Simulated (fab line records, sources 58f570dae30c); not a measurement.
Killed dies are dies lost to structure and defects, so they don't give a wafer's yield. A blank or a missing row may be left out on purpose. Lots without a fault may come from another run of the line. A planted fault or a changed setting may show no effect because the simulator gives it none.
Which tool did it? | flow berkeley_cmos170 | 14 lots, 42 wafers sampled, at 2 steps of a route of 331

WHAT THE GAUGES READ, wafer by wafer
UCB170_PWELL_THK_MEAS_03. Usual: PWELL_OXIDE_THK 26.2 nm, standard deviation 0.4.
lot  | measured    | on            | PWELL_OXIDE_THK (nm) | flag
L958 | day 3 07:35 | film_metro-03 | 26.6 26.4 26.8       |
L960 | day 3 12:53 | film_metro-02 | 26.7 26.2 26.1       |
L961 | day 3 20:53 | film_metro-01 | 26.2 26.0 26.4       |
L963 | day 4 03:21 | film_metro-02 | 26.2 25.7 26.1       |
L962 | day 4 03:22 | film_metro-03 | 26.7 26.8 26.9       |
L964 | day 4 16:23 | film_metro-02 | 26.6 26.5 26.2       |
L967 | day 5 03:40 | film_metro-02 | 25.2 25.3 26.0       |
L968 | day 5 10:32 | film_metro-03 | 25.7 25.4 26.1       |
L969 | day 5 10:32 | film_metro-02 | 25.8 25.7 25.9       |
L978 | day 7 09:22 | film_metro-03 | 26.6 26.0 26.3       |
L976 | day 7 09:23 | film_metro-02 | 26.4 25.8 26.4       |
L977 | day 7 09:23 | film_metro-01 | 26.6 27.0 26.6       |
L979 | day 7 09:25 | film_metro-02 | 26.7 26.2 26.6       |
L980 | day 7 23:23 | film_metro-01 | 27.0 26.8 26.4       |

UCB170_SCREENOX_THK_MEAS_02. Usual: SCREENOX_OXIDE_THK 14.31 nm, standard deviation 0.23.
lot  | measured     | on            | SCREENOX_OXIDE_THK (nm) | flag
L958 | day 6 15:28  | film_metro-03 | 14.12 14.11 13.96       |
L960 | day 6 15:29  | film_metro-01 | 14.66 14.57 14.35       |
L961 | day 7 00:40  | film_metro-04 | 14.16 14.31 14.12       |
L963 | day 7 15:45  | film_metro-04 | 14.38 14.33 14.32       |
L962 | day 7 15:46  | film_metro-03 | 14.05 13.93 13.90       |
L964 | day 8 02:49  | film_metro-04 | 14.12 14.10 14.02       |
L967 | day 8 06:34  | film_metro-03 | 14.60 14.52 14.44       |
L968 | day 8 06:37  | film_metro-01 | 13.94 14.17 14.19       |
L969 | day 8 06:34  | film_metro-04 | 14.69 14.62 14.68       |
L978 | day 10 13:52 | film_metro-04 | 14.52 14.30 14.59       |
L976 | day 10 13:53 | film_metro-01 | 14.47 14.36 14.12       |
L977 | day 10 08:36 | film_metro-04 | 14.11 14.30 14.40       |
L979 | day 10 08:35 | film_metro-01 | 14.46 14.56 14.55       |
L980 | day 10 23:20 | film_metro-04 | 14.20 13.94 14.40       |

WHICH TOOL RAN EACH LOT (tool, then ch and the chambers of the sampled wafers, then the start)
The record holds no process step before these readings.

WHAT THE TOOLS THEMSELVES READ (means of the sampled wafers that have a number; where no wafer has one, the mark that the record gives instead)
The record holds no such reading with a usual standard deviation.

THE ANSWER, worked out from the rows above alone
Rule: a lot is off if the mean of its wafers that have a number lies more than 3 standard deviations from the usual mean. A lot without any number at a reading at which 4 lots or more have one is off too. The other lots that the step has rows for count as sound. The gauges are gone through in route order, then the tools' own readings, and for those a lot's mean is taken as printed above. The first step at which some lot is off is used, and at that step the reading that is off furthest; a lot without a number counts as furthest.
No lot is off at any reading shown: from this, nothing can be told.

WHAT THE SIMULATOR HAD PUT IN
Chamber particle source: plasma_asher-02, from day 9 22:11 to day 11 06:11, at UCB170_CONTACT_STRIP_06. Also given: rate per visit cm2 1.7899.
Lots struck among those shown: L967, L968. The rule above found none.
